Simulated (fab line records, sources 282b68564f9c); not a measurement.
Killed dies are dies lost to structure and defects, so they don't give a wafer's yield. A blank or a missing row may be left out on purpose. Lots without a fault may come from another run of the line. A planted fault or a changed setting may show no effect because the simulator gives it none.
Which tool did it? | flow rit_cmos | 13 lots, 39 wafers sampled, at 2 steps of a route of 202

WHAT THE GAUGES READ, wafer by wafer
RIT_ACTIVE_THK_MEAS_04. Usual: ACTIVE_NITRIDE_THK 150.4 nm, standard deviation 1.2.
lot  | measured    | on            | ACTIVE_NITRIDE_THK (nm) | flag
L864 | day 1 14:53 | film_metro-01 | 151.1 150.4 149.4       |
L865 | day 1 19:15 | film_metro-03 | 150.0 150.0 150.0       |
L866 | day 2 00:14 | film_metro-04 | 150.3 151.7 150.0       |
L867 | day 2 04:32 | film_metro-03 | 151.7 150.9 150.9       |
L868 | day 2 09:32 | film_metro-01 | 151.4 151.6 149.8       |
L869 | day 2 14:32 | film_metro-03 | 150.0 149.8 150.6       |
L870 | day 2 19:32 | film_metro-01 | 153.3 152.0 151.9       |
L871 | day 3 00:32 | film_metro-01 | 150.2 150.2 149.0       |
L879 | day 4 16:33 | film_metro-04 | 211.7 209.4 209.9       | OFF
L881 | day 5 02:32 | film_metro-01 | 211.3 210.4 211.1       | OFF
L882 | day 5 07:32 | film_metro-04 | 149.3 150.2 148.9       |
L885 | day 5 22:32 | film_metro-03 | 150.9 150.5 150.9       |
L887 | day 6 08:32 | film_metro-03 | 151.5 150.4 149.7       |

WHICH TOOL RAN EACH LOT (tool, then ch and the chambers of the sampled wafers, then the start)
lot  | RIT_ACTIVE_CVD_03
L864 | lpcvd-01 ch 1, day 1 13:28
L865 | lpcvd-02 ch 0, day 1 17:07
L866 | lpcvd-02 ch 0, day 1 22:07
L867 | lpcvd-02 ch 0, day 2 03:07
L868 | lpcvd-01 ch 0, day 2 08:07
L869 | lpcvd-02 ch 1, day 2 13:07
L870 | lpcvd-01 ch 1, day 2 18:07
L871 | lpcvd-02 ch 0, day 2 23:07
L879 | lpcvd-02 ch 0, day 4 15:07
L881 | lpcvd-02 ch 0, day 5 01:07
L882 | lpcvd-01 ch 1, day 5 06:07
L885 | lpcvd-01 ch 1, day 5 21:07
L887 | lpcvd-01 ch 0, day 6 07:07
- RIT_ACTIVE_CVD_03: deposits Si3N4 from SiH2Cl2/NH3, target thk 150 nm, time 1500 s.

WHAT THE TOOLS THEMSELVES READ (means of the sampled wafers that have a number; where no wafer has one, the mark that the record gives instead)
RIT_ACTIVE_CVD_03. Usual: spike_tc_centre_C 811.9 C, standard deviation 1; spike_tc_load_C 832 C, standard deviation 3.3; spike_tc_source_C 834.8 C, standard deviation 2.1; susceptor_temp_C 810.0 C, standard deviation 0.31.
lot  | tool     | spike_tc_centre_C (C) | spike_tc_load_C (C) | spike_tc_source_C (C) | susceptor_temp_C (C) | flag
L864 | lpcvd-01 | 812.5                 | 833                 | 833.9                 | 810.0                |
L865 | lpcvd-02 | 810.9                 | 832                 | 836.6                 | 809.5                |
L866 | lpcvd-02 | 811.3                 | 831                 | 836.3                 | 809.8                |
L867 | lpcvd-02 | 810.9                 | 832                 | 837.6                 | 810.1                |
L868 | lpcvd-01 | 811.7                 | 824                 | 834.3                 | 810.2                |
L869 | lpcvd-02 | 812.2                 | 836                 | 832.9                 | 810.0                |
L870 | lpcvd-01 | 811.9                 | 834                 | 833.2                 | 810.0                |
L871 | lpcvd-02 | 811.3                 | 832                 | 836.8                 | 810.2                |
L879 | lpcvd-02 | 830.5                 | 850                 | 856.4                 | 829.1                | OFF
L881 | lpcvd-02 | 830.3                 | 852                 | 856.9                 | 829.1                | OFF
L882 | lpcvd-01 | 813.3                 | 834                 | 833.8                 | 810.1                |
L885 | lpcvd-01 | 811.9                 | 834                 | 833.0                 | 810.4                |
L887 | lpcvd-01 | 813.2                 | 824                 | 834.7                 | 809.9                |

THE ANSWER, worked out from the rows above alone
Rule: a lot is off if the mean of its wafers that have a number lies more than 3 standard deviations from the usual mean. A lot without any number at a reading at which 4 lots or more have one is off too. The other lots that the step has rows for count as sound. The gauges are gone through in route order, then the tools' own readings, and for those a lot's mean is taken as printed above. The first step at which some lot is off is used, and at that step the reading that is off furthest; a lot without a number counts as furthest.
Off: L879, L881, at RIT_ACTIVE_THK_MEAS_04 (ACTIVE_NITRIDE_THK).
A tool fits if, at a process step before that reading, it ran every lot that is off, and no sound lot after the first of them. The gauges at RIT_ACTIVE_THK_MEAS_04 aren't tried: what is off there is off at RIT_ACTIVE_CVD_03 too, on other tools, and a gauge's error can't cause that. One fits: lpcvd-02 at RIT_ACTIVE_CVD_03. Its last sound lot is L871 (day 2 23:07), its first lot that is off L879 (day 4 15:07): a fault that began between those two fits.
The tool's own readings at RIT_ACTIVE_CVD_03 bear it out: on the lots that are off they differ by more than 5 times the standard deviation of the sound lots' means. spike_tc_centre_C reads 830.4 C there against 811.9 C on the sound lots; spike_tc_load_C reads 851 C there against 831 C on the sound lots; spike_tc_source_C reads 856.6 C there against 834.8 C on the sound lots; susceptor_temp_C reads 829.1 C there against 810.0 C on the sound lots.

WHAT THE SIMULATOR HAD PUT IN
Process parameter drift: lpcvd-02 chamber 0, from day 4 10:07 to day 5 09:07, at RIT_ACTIVE_CVD_03. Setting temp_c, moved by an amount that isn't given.
Lots struck among those shown: L879, L881. The rule above found the same.
